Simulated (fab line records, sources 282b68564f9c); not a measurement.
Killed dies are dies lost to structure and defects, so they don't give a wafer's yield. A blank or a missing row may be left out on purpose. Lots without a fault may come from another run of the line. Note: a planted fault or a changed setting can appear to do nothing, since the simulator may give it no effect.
fab line records    flow rit-cmos
[record] lots = 6  wafers = 18  last-day = 8
route steps=202 shown FOX2@24 NWELL@28 PWELL@40 WELLDRIVE@50 M1@202
lots untouched by any fault: they come from a run of this same line in which no faults occurred
start-h: hours from the record's opening day to when the first of the lot's shown wafers began    wait-h: how many hours have passed since the lot's step before this one    " the same as in the row above    L1.1+2: several wafers, shown together as one row    - either no value or no given start    * or withheld: withheld    < > ~ a bound
route shown NAME@n: NAME is a module with steps in the file, n the number in the route of the first one    usual: mean/standard deviation of fault-free wafers    same: alike in all rows    chamber/n: place in a boat    sites: readings site by site    _std_site: their standard deviation    _edge_site: outer sites' mean less inner sites'    radius-mm: for every site, how far away it sits from the centre of the wafer    mask NAME#n: copy n    behind: tool/chamber where the wafer was last shaped    hold: reason for holding the lot/hours on hold/outcome of the hold    device: which transistor (n, p or np) failed to switch    end of line: the tests these same wafers got at the end of their route    step lacking rows: just its recipe    killed: count of dies lost to structure and defects at first sort (not the wafer's yield)    map: the dies of a wafer, with x for killed, . for not killed, _ for no die there
set.NAME: the setting as run; set.NAME@STEP: as run at that earlier step    model.NAME: the simulator's own value behind a step, which no gauge read
lots at some steps of the route; a table a step, a row a wafer
services: the hour from which a tool's chamber was out of use, counted from the record's first day as start-h (under 0 if before that day), plus the number of hours and why
[[steps]]
[step RIT_FOX2_THK_MEAS_01]
[recipe] reads = SiO2_of_FOX2_OXIDATION_00
[usual] FOX2_OXIDE_THK = 353/6.1
lot.wafer  tool           chamber  start-h  wait-h  FOX2_OXIDE_THK[nm]
L588.1     film-metro-01  -        50.02    0.0     356
L588.2     "              -        "        "       356
L588.5     "              -        "        "       362
L593.1     film-metro-04  -        79.20    0.0     345
L593.4     "              -        "        "       347
L593.5     "              -        "        "       346
L599.1     film-metro-04  -        111.29   0.0     353
L599.4     "              -        "        "       357
L599.5     "              -        "        "       347
L600.1     film-metro-04  -        114.74   0.0     344
L600.3     "              -        "        "       341
L600.4     "              -        "        "       344
L603.1     film-metro-04  -        132.42   0.0     346
L603.2     "              -        "        "       344
L603.3     "              -        "        "       345
L605.1     film-metro-03  -        148.27   0.0     352
L605.4     "              -        "        "       348
L605.6     "              -        "        "       352
[step RIT_FOX2_CLEAN_02]
[recipe] chemistry = dHF  dilution = 50:1  time-s = 180
[step RIT_FOX2_WET_ETCH_03]
[recipe] chemistry = H3PO4  target = Si3N4  target-depth-nm = 195  temp-c = 165  time-s = 2700
[step RIT_FOX2_THK_MEAS_90]
[recipe] reads = SiO2_of_FOX2_OXIDATION_00
[usual] FIELD_OXIDE_LEFT_1_THK = 326/6.2
lot.wafer  tool           chamber  start-h  wait-h  FIELD_OXIDE_LEFT_1_THK[nm]
L588.1     film-metro-03  -        50.90    0.0     329
L588.2     "              -        "        "       329
L588.5     "              -        "        "       335
L593.1     film-metro-04  -        80.15    0.0     318
L593.4     "              -        "        "       320
L593.5     "              -        "        "       318
L599.1     film-metro-04  -        112.16   0.0     326
L599.4     "              -        "        "       330
L599.5     "              -        "        "       320
L600.1     film-metro-03  -        115.62   0.0     317
L600.3     "              -        "        "       314
L600.4     "              -        "        "       317
L603.1     film-metro-03  -        133.30   0.0     319
L603.2     "              -        "        "       317
L603.3     "              -        "        "       318
L605.1     film-metro-04  -        149.22   0.0     324
L605.4     "              -        "        "       321
L605.6     "              -        "        "       324
[step RIT_NWELL_HMDS_00]
[recipe] prime-time-s = 60  prime-temp-c = 140
[step RIT_NWELL_COAT_01]
[recipe] resist = NOVOLAK  spin-rpm = 1951  resist-thk-nm = 1300
[step RIT_NWELL_SOFTBAKE_02]
[recipe] resist = NOVOLAK  temp-c = 90  time-s = 60
[step RIT_NWELL_EXPOSE_03]
[recipe] mask-id = M2  na = 0.57  target-cd-nm = 43900  dose-mj = 250
[step RIT_NWELL_PEB_04]
[recipe] resist = NOVOLAK  temp-c = withheld  time-s = withheld
[step RIT_NWELL_DEVELOP_05]
[recipe] resist = NOVOLAK  develop-time-s = 68  dev-temp-c = 23
[step RIT_NWELL_OVL_MEAS_06]
[usual] NWELL_OVL = -0.5/1.2
lot.wafer  tool        chamber  start-h  wait-h  NWELL_OVL[nm]
L588.1     overlay-02  -        52.05    -       0.0
L588.2     "           -        "        "       -2.5
L588.5     "           -        "        "       -1.1
L593.1     overlay-02  -        81.29    -       -0.4
L593.4     "           -        "        "       1.4
L593.5     "           -        "        "       -0.2
L599.1     overlay-01  -        113.24   -       -0.4
L599.4     "           -        "        "       1.2
L599.5     "           -        "        "       -0.1
L600.1     overlay-02  -        116.68   -       2.1
L600.3     "           -        "        "       0.4
L600.4     "           -        "        "       0.9
L603.1     overlay-02  -        134.24   -       -0.5
L603.2     "           -        "        "       -0.9
L603.3     "           -        "        "       -0.8
L605.1     overlay-01  -        150.16   -       -0.9
L605.4     "           -        "        "       -0.5
L605.6     "           -        "        "       -0.4
[step RIT_NWELL_HARDBAKE_07]
[recipe] resist = NOVOLAK  temp-c = 140  time-s = 120
[step RIT_NWELL_IMPLANT_08]
[recipe] species = P  energy-kev = 172.6  dose-cm2 = 5e+13  tilt-deg = 7
[usual] dose-ions-cm2 = 5e+13/5.6e+10  faraday-current-uA = 159/3.3
[same] implant-ion-amu = 31
lot.wafer  tool          chamber  start-h  wait-h  dose-ions-cm2  faraday-current-uA
L588.1     implanter-04  0        52.33    0.2     4.998e+13      153
L588.2     "             0        "        "       5.007e+13      161
L588.5     "             0        "        "       5.007e+13      154
L593.1     implanter-03  0        81.58    0.2     4.998e+13      160
L593.4     "             0        "        "       4.996e+13      157
L593.5     "             0        "        "       4.997e+13      159
L599.1     implanter-04  0        113.53   0.2     5.001e+13      162
L599.4     "             0        "        "       5.001e+13      159
L599.5     "             0        "        "       4.991e+13      160
L600.1     implanter-03  0        116.97   0.2     7.1e+13        227
L600.3     "             0        "        "       7.106e+13      222
L600.4     "             0        "        "       7.105e+13      223
L603.1     implanter-03  0        134.53   0.2     7.101e+13      224
L603.2     "             0        "        "       7.105e+13      227
L603.3     "             0        "        "       7.104e+13      228
L605.1     implanter-02  0        150.45   0.2     5.004e+13      154
L605.4     "             0        "        "       4.993e+13      157
L605.6     "             0        "        "       5.008e+13      160
[step RIT_NWELL_STRIP_09]
[recipe] chemistry = O2  time-s = 180  resist = NOVOLAK  platen-temp-c = withheld  power-w = 500  pressure-mtorr = 4000  o2-flow-sccm = 4000
[usual] drypump-motor-current-A = 5.8/0.41
lot.wafer  tool             chamber  start-h  wait-h  drypump-motor-current-A  rf-hours-counter-h
L588.1     plasma-asher-04  0        52.48    0.1     5.1                      43
L588.2     "                1        "        "       6.2                      43
L588.5     "                1        "        "       6.1                      -
L593.1     plasma-asher-03  1        81.73    0.1     5.4                      29
L593.4     "                1        "        "       5.4                      -
L593.5     "                1        "        "       5.5                      -
L599.1     plasma-asher-03  1        113.68   0.1     5.4                      33
L599.4     "                1        "        "       5.4                      -
L599.5     "                0        "        "       6.1                      -
L600.1     plasma-asher-03  0        117.12   0.1     6.1                      33
L600.3     "                1        "        "       5.4                      -
L600.4     "                0        "        "       6.2                      -
L603.1     plasma-asher-04  1        134.68   0.1     6.2                      52
L603.2     "                0        "        "       5.1                      52
L603.3     "                1        "        "       6.2                      -
L605.1     plasma-asher-03  1        150.60   0.1     5.4                      36
L605.4     "                0        "        "       6.1                      -
L605.6     "                0        "        "       6.1                      -
[step RIT_NWELL_TW_MEAS_10]
[usual] NWELL_TW = 2160/19
lot.wafer  tool           chamber  start-h  wait-h  hold                      NWELL_TW
L588.1     film-metro-01  -        52.66    0.1     -                         2141
L588.2     "              -        "        "       -                         2126
L588.5     "              -        "        "       -                         2148
L593.1     film-metro-01  -        81.90    0.1     -                         2146
L593.4     "              -        "        "       -                         2138
L593.5     "              -        "        "       -                         2155
L599.1     film-metro-02  -        113.85   0.1     -                         2156
L599.4     "              -        "        "       -                         2154
L599.5     "              -        "        "       -                         2153
L600.1     film-metro-01  -        117.29   0.1     await-dispo/0.2h/release  2386
L600.3     "              -        "        "       await-dispo/0.2h/release  2390
L600.4     "              -        "        "       await-dispo/0.2h/release  2384
L600.1     film-metro-01  -        117.52   0.2     -                         2372
L600.3     "              -        "        "       -                         2391
L600.4     "              -        "        "       -                         2395
L603.1     film-metro-01  -        134.85   0.1     await-dispo/0.2h/release  2391
L603.2     "              -        "        "       await-dispo/0.2h/release  2393
L603.3     "              -        "        "       await-dispo/0.2h/release  2392
L603.1     film-metro-01  -        135.08   0.2     -                         2394
L603.2     "              -        "        "       -                         2388
L603.3     "              -        "        "       -                         2392
L605.1     film-metro-04  -        150.77   0.1     -                         2172
L605.4     "              -        "        "       -                         2170
L605.6     "              -        "        "       -                         2171
[step RIT_PWELL_COAT_01]
[recipe] resist = NOVOLAK  spin-rpm = 2000  resist-thk-nm = 1300
[step RIT_PWELL_SOFTBAKE_02]
[recipe] resist = NOVOLAK  temp-c = 90  time-s = 60
[step RIT_PWELL_EXPOSE_03]
[recipe] mask-id = M3  na = 0.57  target-cd-nm = 43700  dose-mj = 250
[step RIT_PWELL_PEB_04]
[recipe] resist = NOVOLAK  temp-c = withheld  time-s = withheld
[step RIT_PWELL_DEVELOP_05]
[recipe] resist = NOVOLAK  develop-time-s = 68  dev-temp-c = 23
[step RIT_PWELL_OVL_MEAS_06]
[usual] PWELL_OVL = -1.1/1.3
lot.wafer  tool        chamber  start-h  wait-h  PWELL_OVL[nm]
L588.1     overlay-01  -        53.72    -       0.4
L588.2     "           -        "        "       -1.0
L588.5     "           -        "        "       -0.8
L593.1     overlay-02  -        82.97    -       -0.8
L593.4     "           -        "        "       2.7
L593.5     "           -        "        "       -1.8
L599.1     overlay-01  -        114.92   -       1.1
L599.4     "           -        "        "       -1.9
L599.5     "           -        "        "       -1.2
L600.1     overlay-02  -        119.97   -       0.2
L600.3     "           -        "        "       0.2
L600.4     "           -        "        "       -2.2
L603.1     overlay-01  -        139.78   -       -2.2
L603.2     "           -        "        "       -2.8
L603.3     "           -        "        "       -2.9
L605.1     overlay-01  -        151.71   -       -2.0
L605.4     "           -        "        "       -3.0
L605.6     "           -        "        "       -0.9
[step RIT_PWELL_HARDBAKE_07]
[recipe] resist = NOVOLAK  temp-c = 140  time-s = 120
[step RIT_PWELL_IMPLANT_08]
[recipe] species = B  energy-kev = 170  dose-cm2 = 7.096e+13  tilt-deg = 7
[step RIT_PWELL_STRIP_09]
[recipe] chemistry = O2  time-s = 180  resist = NOVOLAK  platen-temp-c = withheld  power-w = 500  pressure-mtorr = 4000  o2-flow-sccm = 4000
[usual] drypump-motor-current-A = 5.9/0.45
lot.wafer  tool             chamber  start-h  wait-h  drypump-motor-current-A  rf-hours-counter-h
L588.1     plasma-asher-02  1        54.16    0.1     6.1                      39
L588.2     "                0        "        "       6.1                      39
L588.5     "                1        "        "       6.1                      -
L593.1     plasma-asher-01  0        83.41    0.1     5.1                      44
L593.4     "                1        "        "       6.4                      -
L593.5     "                0        "        "       5.1                      -
L599.1     plasma-asher-01  0        115.35   0.1     5.0                      46
L599.4     "                0        "        "       5.0                      -
L599.5     "                1        "        "       6.4                      -
L600.1     plasma-asher-01  0        120.55   0.1     5.1                      46
L600.3     "                0        "        "       5.1                      -
L600.4     "                1        "        "       6.4                      -
L603.1     plasma-asher-02  1        140.49   0.4     6.2                      2
L603.2     "                0        "        "       6.1                      2
L603.3     "                0        "        "       6.1                      -
L605.1     plasma-asher-02  1        152.15   0.1     6.2                      3
L605.4     "                0        "        "       6.0                      -
L605.6     "                0        "        "       6.1                      -
[step RIT_PWELL_TW_MEAS_10]
[usual] PWELL_TW = 961/8.3
lot.wafer  tool           chamber  start-h  wait-h  PWELL_TW
L588.1     film-metro-02  -        54.33    0.1     968
L588.2     "              -        "        "       964
L588.5     "              -        "        "       968
L593.1     film-metro-04  -        83.58    0.1     962
L593.4     "              -        "        "       968
L593.5     "              -        "        "       968
L599.1     film-metro-04  -        115.53   0.1     965
L599.4     "              -        "        "       966
L599.5     "              -        "        "       971
L600.1     film-metro-01  -        120.72   0.1     946
L600.3     "              -        "        "       951
L600.4     "              -        "        "       954
L603.1     film-metro-02  -        140.67   0.1     963
L603.2     "              -        "        "       962
L603.3     "              -        "        "       967
L605.1     film-metro-02  -        152.32   0.1     958
L605.4     "              -        "        "       960
L605.6     "              -        "        "       953
[step RIT_WELLDRIVE_ANNEAL_00]
[recipe] temp-c = 1100  time-s = 14700  ambient = N2
[step RIT_WELLDRIVE_RS_MEAS_01]
[recipe] thk-meas-gauge = four-point-probe
[usual] NWELL_RS = 275.5/0.85
lot.wafer  tool           chamber  start-h  wait-h  hold                      NWELL_RS[ohm/sq]
L588.1     film-metro-01  -        62.23    0.0     -                         276.1
L588.2     "              -        "        "       -                         275.5
L588.5     "              -        "        "       -                         275.3
L593.1     film-metro-02  -        88.73    0.0     -                         275.1
L593.4     "              -        "        "       -                         274.1
L593.5     "              -        "        "       -                         274.5
L599.1     film-metro-01  -        121.47   0.0     -                         276.2
L599.4     "              -        "        "       -                         275.6
L599.5     "              -        "        "       -                         276.7
L600.1     film-metro-04  -        127.45   0.1     await-dispo/0.2h/release  223.7
L600.3     "              -        "        "       await-dispo/0.2h/release  223.6
L600.4     "              -        "        "       await-dispo/0.2h/release  222.9
L600.1     film-metro-04  -        127.74   0.3     -                         223.3
L600.3     "              -        "        "       -                         223.2
L600.4     "              -        "        "       -                         222.7
L603.1     film-metro-02  -        146.87   0.0     await-dispo/0.2h/release  223.3
L603.2     "              -        "        "       await-dispo/0.2h/release  223.9
L603.3     "              -        "        "       await-dispo/0.2h/release  223.2
L603.1     film-metro-02  -        147.25   0.4     -                         223.2
L603.2     "              -        "        "       -                         223.5
L603.3     "              -        "        "       -                         223.3
L605.1     film-metro-01  -        158.04   0.0     -                         276.5
L605.4     "              -        "        "       -                         276.9
L605.6     "              -        "        "       -                         276.2
[step RIT_M1_PROBE_99]
[usual] defect-limited-yield = 97.3/1.2  killed-at-contacts = 0.0/0.16  killed-at-front-end = 7/3.1  killed-dies = 7/3.1  killed-open = 3.6/2.2  killed-short = 3.4/2.1  sort_bin_3_pad_short = 0.1/0.24  sort_bin_5_function = 1.5/0.76  sort_bin_6_memory = 1.0/0.67  sort-n-pass = 257/3.1  sort-yield-pct = 97.3/1.2
[same] gross-dies = 264  killed_at_M0_to_M3 = 0  killed_at_M4_up = 0  killed-at-back-side = 0  killed-at-other = 0
lot.wafer  tool       chamber  start-h  wait-h  defect-limited-yield[%]  killed-at-contacts  killed-at-front-end  killed-dies  killed-open  killed-short  sort_bin_3_pad_short[%]  sort_bin_5_function[%]  sort_bin_6_memory[%]  sort-n-pass  sort-yield-pct[%]
L588.1     prober-01  -        95.11    0.1     98.1                     0                   5                    5            3            2             0.8                      0.8                     0.4                   259          98.1
L588.2     prober-01  -        95.16    0.1     97.7                     0                   6                    6            4            2             0                        0.8                     1.5                   258          97.7
L588.5     prober-01  -        95.31    0.2     98.5                     0                   4                    4            4            0             0                        1.1                     0.4                   260          98.5
L593.1     prober-02  -        126.12   0.1     98.5                     0                   4                    4            1            3             0                        0.4                     1.1                   260          98.5
L593.4     prober-02  -        126.27   0.2     98.5                     0                   4                    4            3            1             0                        0.8                     0.8                   260          98.5
L593.5     prober-02  -        126.32   0.2     96.2                     0                   10                   10           5            5             0.4                      1.5                     1.9                   254          96.2
L599.1     prober-02  -        162.24   0.1     98.5                     1                   3                    4            1            3             0                        0.4                     1.1                   260          98.5
L599.4     prober-02  -        162.39   0.2     95.8                     0                   11                   11           5            5             0                        1.9                     2.3                   253          95.8
L599.5     prober-02  -        162.44   0.2     94.7                     1                   13                   14           12           1             0                        1.5                     3.8                   250          94.7
L605.1     prober-01  -        197.28   0.1     97.3                     0                   7                    7            6            1             0                        1.5                     1.1                   257          97.3
L605.4     prober-01  -        197.43   0.2     96.6                     0                   9                    9            4            5             0                        1.9                     1.5                   255          96.6
L605.6     prober-01  -        197.53   0.2     97.0                     0                   8                    8            3            5             0                        1.9                     1.1                   256          97.0
// killed by level:class
L588.1 REOX:geometric-particle:open=2 GATE:geometric-particle:open=1 GATE:geometric-particle:short=1 REOX:geometric-particle:short=1
L588.2 REOX:geometric-particle:open=2 FOX1:geometric-particle:short=1 GATE:geometric-particle:open=1 GATE:geometric-particle:short=1 SILICIDE:geometric-particle:open=1
L588.5 REOX:geometric-particle:open=2 FOX1:geometric-particle:open=1 GATE:geometric-particle:open=1
L593.1 SILICIDE:geometric-particle:short=2 GATE:geometric-particle:open=1 SPACER:geometric-particle:short=1
L593.4 GATE:geometric-particle:open=2 GATE:geometric-particle:short=1 SILICIDE:geometric-particle:open=1
L593.5 GATE:geometric-particle:open=2 FOX1:geometric-particle:open=1 FOX1:geometric-particle:short=1 GATE:geometric-particle:short=1 REOX:geometric-particle:short=1 SPACER:geometric-particle:short=1 SPACER:geometric-particle:open=1 SILICIDE:geometric-particle:open=1
L599.1 GATE:geometric-particle:short=1 SPACER:geometric-particle:open=1 SPACER:geometric-particle:short=1 CONTACT:geometric-particle:short=1
L599.4 FOX1:geometric-particle:short=3 GATE:geometric-particle:open=2 SILICIDE:geometric-particle:open=2 GATE:geometric-particle:short=1 SPACER:geometric-particle:open=1 SILICIDE:geometric-particle:short=1 NLDD:coat-microbubble-printed=1
L599.5 GATE:geometric-particle:open=7 SILICIDE:geometric-particle:open=2 FOX2:geometric-particle:open=1 GATE:geometric-particle:short=1 SPACER:geometric-particle:open=1 CONTACT:geometric-particle:open=1 NLDD:coat-microbubble-printed=1
L605.1 GATE:geometric-particle:open=4 REOX:geometric-particle:open=1 SPACER:geometric-particle:open=1 SPACER:geometric-particle:short=1
L605.4 FOX1:geometric-particle:open=3 FOX1:geometric-particle:short=2 REOX:geometric-particle:short=2 GATE:geometric-particle:short=1 GATE:geometric-particle:open=1
L605.6 FOX1:geometric-particle:open=2 GATE:geometric-particle:short=2 REOX:geometric-particle:short=2 GATE:geometric-particle:open=1 SPACER:geometric-particle:short=1
[[services]]
tool             chamber  start-h  hours  kind
implanter-04     -        30.57    3.9    repair
plasma-asher-02  -        34.74    1.7    repair
plasma-asher-01  -        38.09    5.4    repair
plasma-asher-02  -        68.80    1.6    repair
plasma-asher-01  -        100.24   14.6   pm
plasma-asher-03  -        103.58   2.8    pm
plasma-asher-02  -        108.75   9.0    pm
plasma-asher-02  0        108.75   9.0    vent-cycle
plasma-asher-02  1        108.75   9.0    vent-cycle
plasma-asher-02  0        117.75   -      clean
plasma-asher-02  1        117.75   -      clean
implanter-03     -        122.56   1.8    repair
implanter-04     -        125.08   2.3    repair
implanter-02     -        143.38   1.5    repair
[[key]]
[first-sign] step = RIT_NWELL_IMPLANT_08  reading = dose-ions-cm2  direction = up  sigmas = 99+  usual = 5e+13  struck = 7.104e+13
[effect] step = RIT_NWELL_IMPLANT_08  reading = faraday-current-uA  direction = up  sigmas = 20  usual = 159  struck = 225
[effect] step = RIT_NWELL_TW_MEAS_10  reading = visit  direction = added
[effect] step = RIT_NWELL_TW_MEAS_10  reading = NWELL_TW  direction = up  sigmas = 12  usual = 2160  struck = 2389
[effect] step = RIT_WELLDRIVE_RS_MEAS_01  reading = visit  direction = added
[effect] step = RIT_WELLDRIVE_RS_MEAS_01  reading = NWELL_RS  direction = down  sigmas = 61  usual = 275.5  struck = 223.4
met-at RIT_NWELL_IMPLANT_08
struck-wafers L600.1,L600.3,L600.4,L603.1,L603.2,L603.3
scrapped-behind RIT_WELLDRIVE_RS_MEAS_01 L600.1,L600.3,L600.4,L603.1,L603.2,L603.3
onset-between 81.58 116.97
[fault] kind = process-parameter-drift  tool = implanter-03  chamber = -  onset-h = 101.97  steps = RIT_NWELL_IMPLANT_08  channel = dose-cm2  offset = 2.1e+13  shape = step  end-h = 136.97  acts-in = these-recipes-only  stated = 5e+13
